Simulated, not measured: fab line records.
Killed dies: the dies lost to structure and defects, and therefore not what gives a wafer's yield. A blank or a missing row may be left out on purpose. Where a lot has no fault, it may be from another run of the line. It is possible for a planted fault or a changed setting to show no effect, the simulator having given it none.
fab line records + flow berkeley_cmos170
record
- lots=7
- wafers=21
- last_day=11
route steps=331 shown CONTACT@222
lots that met no fault: from a run of the same line without faults
start_h: start of the lot's first displayed wafer, in hours after the record's first day + wait_h: hours elapsed since this lot's preceding step + " same as the row above + L1.1+2: several wafers, shown together as one row + - value missing, or start not given + * or withheld: withheld + < > ~ a bound
route shown NAME@n: names a module that has steps shown in the file, with the first one's number in the route + usual: average and standard deviation across the fault-free wafers + same: alike in all rows + chamber/n: place in a boat + sites: readings site by site + _std_site: how widely they spread, as a standard deviation + _edge_site: outer sites' mean less inner sites' + radius_mm: for every site, how far away it sits from the centre of the wafer + mask NAME#n: copy n + behind: the tool/chamber that last shaped the wafer + hold: why the lot was held/for how many hours/how that ended + device: names the non-switching transistor (n, p or np) + end of line: at the end of the route, the tests of the same wafers + step lacking rows: just its recipe + killed: not the wafer's yield, but the dies lost to structure and defects at the first sort + map: a wafer's dies, marking killed ones x, the rest . and places with no die _
set.NAME: the setting as run; set.NAME@STEP: as run at that earlier step + model.NAME: the simulator's own value behind a step, which no gauge read
a table for each step, a row for each wafer; lots at some steps of the route
services: a tool's chamber out of use, with start hour (start_h, from the record's first day; less than 0 if before it), hours out, and reason
## steps
# step UCB170_CONTACT_STRIP_06
# recipe
- chemistry=O2
- power_w=400
- pressure_mtorr=3500
- platen_temp_c=withheld
- o2_flow_sccm=400
- overash_fraction=0.5
# usual
- drypump_motor_current_A=5.5/0.49
- oes_product_au=0.734/0.0047
- strip_time_to_endpoint_s=22.01/0.059
| lot.wafer | tool            | chamber | start_h | wait_h | drypump_motor_current_A | oes_product_au | rf_hours_counter_h | strip_time_to_endpoint_s |
|-----------|-----------------|---------|---------|--------|-------------------------|----------------|--------------------|--------------------------|
| L331.3    | plasma_asher-01 | 0       | 140.38  | 0.1    | 6.1                     | 0.733          | -                  | 22.00                    |
| L331.4    | "               | 1       | "       | "      | 6.4                     | 0.728          | -                  | 21.95                    |
| L331.5    | "               | 0       | "       | "      | 6.1                     | 0.730          | -                  | 21.94                    |
| L332.4    | plasma_asher-03 | 1       | 140.38  | 0.1    | 5.3                     | 0.733          | -                  | 22.03                    |
| L332.5    | "               | 0       | "       | "      | 5.2                     | 0.727          | -                  | 22.11                    |
| L332.6    | "               | 1       | "       | "      | 5.3                     | 0.738          | -                  | 22.05                    |
| L341.1    | plasma_asher-03 | 0       | 189.51  | 0.1    | 5.2                     | 0.735          | 7                  | 22.04                    |
| L341.2    | "               | 1       | "       | "      | 5.3                     | 0.733          | 7                  | 21.94                    |
| L341.3    | "               | 0       | "       | "      | 5.2                     | 0.736          | -                  | 21.98                    |
| L340.1    | plasma_asher-02 | 1       | 191.67  | 0.1    | 5.7                     | 0.730          | 47                 | 22.00                    |
| L340.2    | "               | 0       | "       | "      | 4.9                     | 0.736          | 47                 | 22.01                    |
| L340.5    | "               | 1       | "       | "      | 5.7                     | 0.744          | -                  | 22.01                    |
| L342.4    | plasma_asher-02 | 1       | 195.45  | 0.1    | 5.7                     | 0.743          | -                  | 21.88                    |
| L342.5    | "               | 1       | "       | "      | 5.7                     | 0.739          | -                  | 21.95                    |
| L342.6    | "               | 0       | "       | "      | 5.0                     | 0.735          | -                  | 21.87                    |
| L345.3    | plasma_asher-03 | 1       | 215.05  | 0.1    | 5.3                     | 0.739          | -                  | 22.05                    |
| L345.5    | "               | 1       | "       | "      | 5.3                     | 0.735          | -                  | 21.99                    |
| L345.6    | "               | 0       | "       | "      | 5.2                     | 0.737          | -                  | 22.05                    |
| L348.1    | plasma_asher-02 | 1       | 235.94  | 0.1    | 5.7                     | 0.738          | 52                 | 22.00                    |
| L348.4    | "               | 0       | "       | "      | 5.0                     | 0.736          | -                  | 21.94                    |
| L348.6    | "               | 1       | "       | "      | 5.7                     | 0.739          | -                  | 21.92                    |
# step UCB170_CONTACT_CLEAN_07
# recipe
- chemistry=SPM
- temp_c=120
- time_s=600
# step UCB170_CONTACT_RTA_08
# recipe
- temp_c=900
- time_s=10
- ambient=N2
# usual
- lamp_power_pct=25.2/0.99
- wafer_temp_C_max=904.2/0.85
| lot.wafer | tool          | chamber | start_h | wait_h | lamp_power_pct | wafer_temp_C_max |
|-----------|---------------|---------|---------|--------|----------------|------------------|
| L331.3    | rtp_anneal-02 | 0       | 142.77  | 0.0    | 24.3           | 905.9            |
| L331.4    | "             | 0       | "       | "      | 24.3           | 903.4            |
| L331.5    | "             | 0       | "       | "      | 24.3           | 905.7            |
| L332.4    | rtp_anneal-01 | 0       | 142.85  | 0.1    | 26.3           | 903.3            |
| L332.5    | "             | 0       | "       | "      | 26.3           | 905.2            |
| L332.6    | "             | 0       | "       | "      | 26.3           | 904.5            |
| L341.1    | rtp_anneal-01 | 0       | 189.81  | 0.0    | 26.3           | 904.3            |
| L341.2    | "             | 0       | "       | "      | 26.3           | 904.9            |
| L341.3    | "             | 0       | "       | "      | 26.3           | 904.5            |
| L340.1    | rtp_anneal-01 | 0       | 191.97  | 0.0    | 26.3           | 904.1            |
| L340.2    | "             | 0       | "       | "      | 26.3           | 903.7            |
| L340.5    | "             | 0       | "       | "      | 26.3           | 905.7            |
| L342.4    | rtp_anneal-01 | 0       | 195.72  | 0.0    | 26.3           | 904.2            |
| L342.5    | "             | 0       | "       | "      | 26.3           | 902.5            |
| L342.6    | "             | 0       | "       | "      | 26.3           | 903.7            |
| L345.3    | rtp_anneal-02 | 0       | 215.31  | 0.0    | 24.3           | 903.5            |
| L345.5    | "             | 0       | "       | "      | 24.3           | 903.3            |
| L345.6    | "             | 0       | "       | "      | 24.3           | 902.9            |
| L348.1    | rtp_anneal-02 | 0       | 236.22  | 0.0    | 24.3           | 903.8            |
| L348.4    | "             | 0       | "       | "      | 24.3           | 904.4            |
| L348.6    | "             | 0       | "       | "      | 24.3           | 904.2            |
# step UCB170_CONTACT_COAT_09
# recipe
- resist=BARC
- temp_c=withheld
- time_s=withheld
- spin_rpm=3000
- resist_thk_nm=withheld
# step UCB170_CONTACT_COAT_10
# recipe
- resist=KrF
- spin_rpm=1500
- resist_thk_nm=900
# step UCB170_CONTACT_SOFTBAKE_11
# recipe
- resist=KrF
- temp_c=130
- time_s=60
# step UCB170_CONTACT_EXPOSE_12
# recipe
- mask_id=CONT
- target_cd_nm=700
- na=0.5
- sigma_outer=0.6
- source_shape=conventional
- dose_mj=35
# step UCB170_CONTACT_PEB_13
# recipe
- peb_temp_c=130
- peb_time_s=withheld
- resist=KrF
# step UCB170_CONTACT_DEVELOP_14
# recipe
- developer=TMAH
- develop_time_s=45
- resist=KrF
- dev_temp_c=21
# step UCB170_CONTACT_CD_MEAS_15
# recipe
- target_cd_nm=700
# usual
- cd_nm=699.7/1.3
| lot.wafer | tool      | chamber | start_h | wait_h | cd_nm |
|-----------|-----------|---------|---------|--------|-------|
| L331.3    | cd_sem-01 | -       | 144.10  | -      | 698.4 |
| L331.4    | "         | -       | "       | "      | 699.6 |
| L331.5    | "         | -       | "       | "      | 699.4 |
| L332.4    | cd_sem-02 | -       | 144.17  | -      | 701.2 |
| L332.5    | "         | -       | "       | "      | 699.4 |
| L332.6    | "         | -       | "       | "      | 700.2 |
| L341.1    | cd_sem-01 | -       | 190.71  | -      | 699.3 |
| L341.2    | "         | -       | "       | "      | 699.0 |
| L341.3    | "         | -       | "       | "      | 699.2 |
| L340.1    | cd_sem-02 | -       | 193.11  | -      | 700.2 |
| L340.2    | "         | -       | "       | "      | 699.9 |
| L340.5    | "         | -       | "       | "      | 699.6 |
| L342.4    | cd_sem-01 | -       | 196.66  | -      | 697.4 |
| L342.5    | "         | -       | "       | "      | 698.5 |
| L342.6    | "         | -       | "       | "      | 696.4 |
| L345.3    | cd_sem-01 | -       | 216.24  | -      | 698.3 |
| L345.5    | "         | -       | "       | "      | 699.0 |
| L345.6    | "         | -       | "       | "      | 698.4 |
| L348.1    | cd_sem-02 | -       | 237.26  | -      | 698.9 |
| L348.4    | "         | -       | "       | "      | 698.2 |
| L348.6    | "         | -       | "       | "      | 698.2 |
# step UCB170_CONTACT_OVL_MEAS_16
# usual
- CONTACT_OVL=-2/6
| lot.wafer | tool       | chamber | start_h | wait_h | CONTACT_OVL[nm] |
|-----------|------------|---------|---------|--------|-----------------|
| L331.3    | overlay-02 | -       | 144.19  | 0.1    | 1               |
| L331.4    | "          | -       | "       | "      | 6               |
| L331.5    | "          | -       | "       | "      | 0               |
| L332.4    | overlay-01 | -       | 144.25  | 0.1    | 0               |
| L332.5    | "          | -       | "       | "      | -3              |
| L332.6    | "          | -       | "       | "      | 1               |
| L341.1    | overlay-02 | -       | 190.83  | 0.1    | -5              |
| L341.2    | "          | -       | "       | "      | 0               |
| L341.3    | "          | -       | "       | "      | -6              |
| L340.1    | overlay-01 | -       | 193.23  | 0.1    | 1               |
| L340.2    | "          | -       | "       | "      | -3              |
| L340.5    | "          | -       | "       | "      | 4               |
| L342.4    | overlay-02 | -       | 196.74  | 0.1    | 0               |
| L342.5    | "          | -       | "       | "      | -2              |
| L342.6    | "          | -       | "       | "      | -8              |
| L345.3    | overlay-02 | -       | 216.33  | 0.1    | 10              |
| L345.5    | "          | -       | "       | "      | 12              |
| L345.6    | "          | -       | "       | "      | 14              |
| L348.1    | overlay-01 | -       | 237.38  | 0.1    | -15             |
| L348.4    | "          | -       | "       | "      | -14             |
| L348.6    | "          | -       | "       | "      | -16             |
# step UCB170_CONTACT_ETCH_17
# recipe
- chemistry=N2/H2
- target_depth_a=withheld
- overetch_a=withheld
- target=BARC
- time_s=withheld
- source_w=500
- bias_w=100
- pressure_mtorr=30
- n2_flow_sccm=100
- h2_flow_sccm=200
# usual
- bias_w=100.0/0.32
- chamber_pressure_mTorr=29.997/0.028
- drypump_motor_current_A=5.8/0.41
- oes_product_au=1.000/0.012
- rf_fwd_power_W=495.7/1.8
- throttle_valve_pct=13.34/0.19
| lot.wafer | tool        | chamber | start_h | wait_h | bias_w | chamber_pressure_mTorr | drypump_motor_current_A | oes_product_au | rf_fwd_power_W | throttle_valve_pct |
|-----------|-------------|---------|---------|--------|--------|------------------------|-------------------------|----------------|----------------|--------------------|
| L331.3    | rie_diel-01 | 1       | 144.21  | 0.0    | 99.5   | 29.991                 | 5.5                     | 0.985          | 496.6          | 12.97              |
| L331.4    | "           | 2       | "       | "      | 99.6   | 29.990                 | 6.0                     | 1.016          | 497.0          | 13.19              |
| L331.5    | "           | 1       | "       | "      | 99.4   | 29.961                 | 5.5                     | 0.995          | 495.3          | 12.98              |
| L332.4    | rie_diel-04 | 0       | 144.27  | 0.0    | 99.9   | 29.959                 | 6.0                     | 1.001          | 496.2          | 13.52              |
| L332.5    | "           | 2       | "       | "      | 99.7   | 30.022                 | 6.0                     | 1.000          | 494.0          | 13.65              |
| L332.6    | "           | 3       | "       | "      | 100.0  | 30.043                 | 6.4                     | 0.999          | 491.7          | 13.45              |
| L341.1    | rie_diel-01 | 3       | 190.87  | 0.0    | 100.2  | 29.999                 | 5.1                     | 0.987          | 494.1          | 13.34              |
| L341.2    | "           | 2       | "       | "      | 99.4   | 29.998                 | 6.0                     | 1.008          | 495.4          | 13.20              |
| L341.3    | "           | 0       | "       | "      | 99.9   | 29.950                 | 5.8                     | 1.010          | 495.6          | 13.36              |
| L340.1    | rie_diel-01 | 0       | 193.26  | 0.0    | 100.1  | 30.013                 | 5.8                     | 1.009          | 494.2          | 13.36              |
| L340.2    | "           | 3       | "       | "      | 99.8   | 30.009                 | 5.1                     | 1.006          | 495.5          | 13.35              |
| L340.5    | "           | 2       | "       | "      | 100.3  | 29.965                 | 6.0                     | 1.012          | 496.2          | 13.20              |
| L342.4    | rie_diel-04 | 2       | 196.75  | 0.0    | 99.9   | 30.040                 | 6.0                     | 0.989          | 494.7          | 13.66              |
| L342.5    | "           | 1       | "       | "      | 100.1  | 30.013                 | 5.7                     | 0.985          | 494.9          | 13.53              |
| L342.6    | "           | 0       | "       | "      | 100.1  | 30.008                 | 5.9                     | 0.995          | 496.2          | 13.52              |
| L345.3    | rie_diel-02 | 1       | 216.35  | 0.0    | 100.1  | 29.991                 | 5.2                     | 1.011          | 495.1          | 13.36              |
| L345.5    | "           | 1       | "       | "      | 100.3  | 29.996                 | 5.2                     | 1.013          | 495.1          | 13.37              |
| L345.6    | "           | 2       | "       | "      | 100.4  | 29.945                 | 6.7                     | 1.015          | 498.0          | 13.22              |
| L348.1    | rie_diel-01 | 0       | 237.42  | 0.0    | 100.1  | 30.041                 | 5.7                     | 1.009          | 498.9          | 13.35              |
| L348.4    | "           | 1       | "       | "      | 100.1  | 30.024                 | 5.5                     | 0.989          | 496.3          | 12.99              |
| L348.6    | "           | 3       | "       | "      | 99.9   | 29.971                 | 5.1                     | 0.983          | 494.9          | 13.34              |
# step UCB170_CONTACT_ETCH_18
# recipe
- chemistry=CHF3/CF4/Ar
- target=PSG
- stop_on=TiSi2
- CHF3_flow_sccm=45
- cf4_flow_sccm=15
- Ar_flow_sccm=150
- pressure_mtorr=200
- rf_w=700
- target_depth_a=8400
- over_etch_frac=0.2
- time_s=195
# usual
- CHF3_flow_sccm=45.00/0.13
- cf4_flow_sccm=15.00/0.046
- drypump_motor_current_A=5.8/0.41
- oes_product_au=0.894/0.0096
- rf_fwd_power_W=697.8/2.3
- throttle_valve_pct=6.95/0.13
| lot.wafer | tool        | chamber | start_h | wait_h | CHF3_flow_sccm | cf4_flow_sccm | drypump_motor_current_A | oes_product_au | rf_fwd_power_W | rf_hours_counter_h | throttle_valve_pct | model.KrF_of_CONTACT_COAT_10.thk_nm |
|-----------|-------------|---------|---------|--------|----------------|---------------|-------------------------|----------------|----------------|--------------------|--------------------|-------------------------------------|
| L331.3    | rie_diel-01 | 1       | 144     | -      | 44.80          | 15.00         | 5.5                     | 0.872          | 697.7          | 8                  | 6.74               | 697.2                               |
| L331.4    | "           | 2       | "       | "      | 45.01          | 15.05         | 6.0                     | 0.887          | 697.7          | 72                 | 6.84               | 692.4                               |
| L331.5    | "           | 1       | "       | "      | 44.84          | 15.00         | 5.5                     | 0.873          | 697.4          | -                  | 6.75               | 693.3                               |
| L332.4    | rie_diel-04 | 0       | 144     | -      | 44.78          | 15.00         | 6.0                     | 0.895          | 700.2          | 43                 | 7.08               | 696.3                               |
| L332.5    | "           | 2       | "       | "      | 44.71          | 14.99         | 6.0                     | 0.890          | 699.4          | -                  | 7.16               | 695.9                               |
| L332.6    | "           | 3       | "       | "      | 44.84          | 14.97         | 6.3                     | 0.903          | 694.9          | -                  | 7.08               | 695.4                               |
| L341.1    | rie_diel-01 | 3       | 190     | -      | -              | -             | -                       | -              | -              | -                  | -                  | 885.5                               |
| L341.2    | "           | 2       | "       | "      | -              | -             | -                       | -              | -              | -                  | -                  | 884.3                               |
| L341.3    | "           | 0       | "       | "      | -              | -             | -                       | -              | -              | -                  | -                  | 886.2                               |
| L340.1    | rie_diel-01 | 0       | 193     | -      | -              | -             | -                       | -              | -              | -                  | -                  | 882.3                               |
| L340.2    | "           | 3       | "       | "      | -              | -             | -                       | -              | -              | -                  | -                  | 884.4                               |
| L340.5    | "           | 2       | "       | "      | -              | -             | -                       | -              | -              | -                  | -                  | 885.2                               |
| L342.4    | rie_diel-04 | 2       | 196     | -      | -              | -             | -                       | -              | -              | -                  | -                  | 888.3                               |
| L342.5    | "           | 1       | "       | "      | -              | -             | -                       | -              | -              | -                  | -                  | 890.9                               |
| L342.6    | "           | 0       | "       | "      | -              | -             | -                       | -              | -              | -                  | -                  | 887.4                               |
| L345.3    | rie_diel-02 | 1       | 216     | -      | 45.00          | 15.00         | 5.2                     | 0.901          | 693.5          | 9                  | 6.94               | 690.3                               |
| L345.5    | "           | 1       | "       | "      | 44.94          | 15.03         | 5.2                     | 0.896          | 694.7          | -                  | 6.96               | 693.8                               |
| L345.6    | "           | 2       | "       | "      | 44.82          | 15.02         | 6.6                     | 0.908          | 698.6          | -                  | 6.87               | 690.9                               |
| L348.1    | rie_diel-01 | 0       | 237     | -      | 45.22          | 14.92         | 5.8                     | 0.897          | 700.9          | 121                | 6.99               | 689.8                               |
| L348.4    | "           | 1       | "       | "      | 44.93          | 14.99         | 5.5                     | 0.867          | 695.8          | -                  | 6.75               | 694.2                               |
| L348.6    | "           | 3       | "       | "      | 44.97          | 15.01         | 5.1                     | 0.886          | 698.4          | -                  | 6.90               | 697.6                               |
# step UCB170_CONTACT_STRIP_19
# recipe
- chemistry=O2
- power_w=400
- pressure_mtorr=3500
- platen_temp_c=withheld
- o2_flow_sccm=400
- overash_fraction=0.5
# usual
- drypump_motor_current_A=5.4/0.39
- oes_product_au=0.726/0.0043
| lot.wafer | tool            | chamber | start_h | wait_h | drypump_motor_current_A | oes_product_au | rf_hours_counter_h |
|-----------|-----------------|---------|---------|--------|-------------------------|----------------|--------------------|
| L331.3    | plasma_asher-02 | 0       | 144.41  | -      | 4.9                     | 0.720          | -                  |
| L331.4    | "               | 1       | "       | "      | 5.7                     | 0.721          | -                  |
| L331.5    | "               | 0       | "       | "      | 4.9                     | 0.723          | -                  |
| L332.4    | plasma_asher-03 | 1       | 144.47  | -      | 5.2                     | 0.735          | -                  |
| L332.5    | "               | 1       | "       | "      | 5.3                     | 0.724          | -                  |
| L332.6    | "               | 0       | "       | "      | 5.2                     | 0.722          | -                  |
| L341.1    | plasma_asher-01 | 1       | 191.04  | -      | 6.3                     | 0.731          | 45                 |
| L341.2    | "               | 0       | "       | "      | 6.1                     | 0.717          | 45                 |
| L341.3    | "               | 0       | "       | "      | 6.1                     | 0.732          | -                  |
| L340.1    | plasma_asher-03 | 1       | 193.43  | -      | 5.2                     | 0.724          | 7                  |
| L340.2    | "               | 0       | "       | "      | 5.1                     | 0.721          | 7                  |
| L340.5    | "               | 0       | "       | "      | 5.2                     | 0.719          | -                  |
| L342.4    | plasma_asher-02 | 0       | 196.95  | -      | 4.9                     | 0.732          | -                  |
| L342.5    | "               | 1       | "       | "      | 5.7                     | 0.731          | -                  |
| L342.6    | "               | 0       | "       | "      | 4.9                     | 0.727          | -                  |
| L345.3    | plasma_asher-03 | 1       | 216.56  | -      | 5.3                     | 0.724          | -                  |
| L345.5    | "               | 1       | "       | "      | 5.2                     | 0.720          | -                  |
| L345.6    | "               | 0       | "       | "      | 5.2                     | 0.728          | -                  |
| L348.1    | plasma_asher-03 | 1       | 237.59  | -      | 5.3                     | 0.726          | 12                 |
| L348.4    | "               | 0       | "       | "      | 5.2                     | 0.725          | -                  |
| L348.6    | "               | 1       | "       | "      | 5.3                     | 0.719          | -                  |
# step UCB170_CONTACT_CD_MEAS_90
# recipe
- target_cd_nm=700
# usual
- cd_nm=699.8/1.4
| lot.wafer | tool      | chamber | start_h | wait_h | cd_nm |
|-----------|-----------|---------|---------|--------|-------|
| L331.3    | cd_sem-02 | -       | 144.52  | 0.1    | 697.9 |
| L331.4    | "         | -       | "       | "      | 699.9 |
| L331.5    | "         | -       | "       | "      | 698.7 |
| L332.4    | cd_sem-01 | -       | 144.59  | 0.1    | 700.4 |
| L332.5    | "         | -       | "       | "      | 698.9 |
| L332.6    | "         | -       | "       | "      | 698.9 |
| L341.1    | cd_sem-01 | -       | 191.14  | 0.1    | -     |
| L341.2    | "         | -       | "       | "      | -     |
| L341.3    | "         | -       | "       | "      | -     |
| L340.1    | cd_sem-01 | -       | 193.53  | 0.1    | -     |
| L340.2    | "         | -       | "       | "      | -     |
| L340.5    | "         | -       | "       | "      | -     |
| L342.4    | cd_sem-02 | -       | 197.08  | 0.1    | -     |
| L342.5    | "         | -       | "       | "      | -     |
| L342.6    | "         | -       | "       | "      | -     |
| L345.3    | cd_sem-01 | -       | 216.66  | 0.1    | 697.6 |
| L345.5    | "         | -       | "       | "      | 698.0 |
| L345.6    | "         | -       | "       | "      | 698.3 |
| L348.1    | cd_sem-02 | -       | 237.69  | 0.1    | 699.1 |
| L348.4    | "         | -       | "       | "      | 696.6 |
| L348.6    | "         | -       | "       | "      | 698.0 |
# step UCB170_CONTACT_CLEAN_20
# recipe
- chemistry=SPM
- temp_c=120
- time_s=600
## services
| tool            | chamber | start_h | hours | kind           |
|-----------------|---------|---------|-------|----------------|
| plasma_asher-03 | 0       | 117.75  | -     | clean          |
| plasma_asher-03 | 1       | 117.75  | -     | clean          |
| plasma_asher-03 | -       | 144.91  | 1.1   | repair         |
| rie_diel-04     | 2       | 162.04  | 7.4   | repair         |
| plasma_asher-03 | -       | 164.81  | 1.9   | repair         |
| rie_diel-02     | -       | 184.79  | 0.3   | repair         |
| rie_diel-02     | 0       | 193.69  | -     | clean          |
| rie_diel-02     | 0       | 193.69  | 26.3  | scheduled_down |
| rie_diel-02     | 0       | 193.69  | 26.3  | vent_cycle     |
| rie_diel-04     | -       | 198.78  | 0.8   | repair         |
| rie_diel-01     | -       | 204.77  | 0.5   | repair         |
| rie_diel-01     | 2       | 206.85  | 33.7  | repair         |
| rtp_anneal-01   | -       | 212.17  | 3.4   | pm             |
| rie_diel-01     | 1       | 218.98  | 5.3   | repair         |
| rie_diel-02     | 2       | 225.12  | 16.6  | repair         |
| rie_diel-04     | 2       | 232.66  | -     | clean          |
| rie_diel-04     | 2       | 232.66  | 13.5  | scheduled_down |
| rie_diel-04     | 2       | 232.66  | 13.5  | vent_cycle     |
## key
first_sign
- step=UCB170_CONTACT_ETCH_18
- reading=tool_record
- direction=missing
effect
- step=UCB170_CONTACT_CD_MEAS_90
- reading=cd_nm
- direction=missing
model_effect
- step=UCB170_CONTACT_ETCH_18
- value=KrF_of_CONTACT_COAT_10.thk_nm
- without=691.4
- struck=886.1
met_at UCB170_CONTACT_ETCH_18
struck_wafers L340.1,L340.2,L340.5,L341.1,L341.2,L341.3,L342.4,L342.5,L342.6
later_rows_left_out L340.1,L340.2,L340.5,L341.1,L341.2,L341.3,L342.4,L342.5,L342.6
sort_left_out L340.1,L340.2,L340.5,L341.1,L341.2,L341.3,L342.4,L342.5,L342.6
tester_left_out L340,L341,L342
onset_between 144 190
fault
- kind=skipped_step_whole
- tool=rie_diel-01,rie_diel-04
- chamber=-
- onset_h=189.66
- steps=UCB170_CONTACT_ETCH_18
- scope=struck_lots_only
# tester_left_out: of these lots the tester's yield and bins aren't shown, on N5 and GAA mostly nor the transistor test; their killed dies are dies lost to structure and defects alone, not to doping, threshold or leakage, so they don't give the yield
# sort_left_out: the simulated sort isn't trusted on such a fault, so these wafers' sort isn't shown, and their yield isn't known
# later_rows_left_out: the simulator's readings of these wafers behind a module that went badly wrong aren't trusted and aren't shown, but for the sort
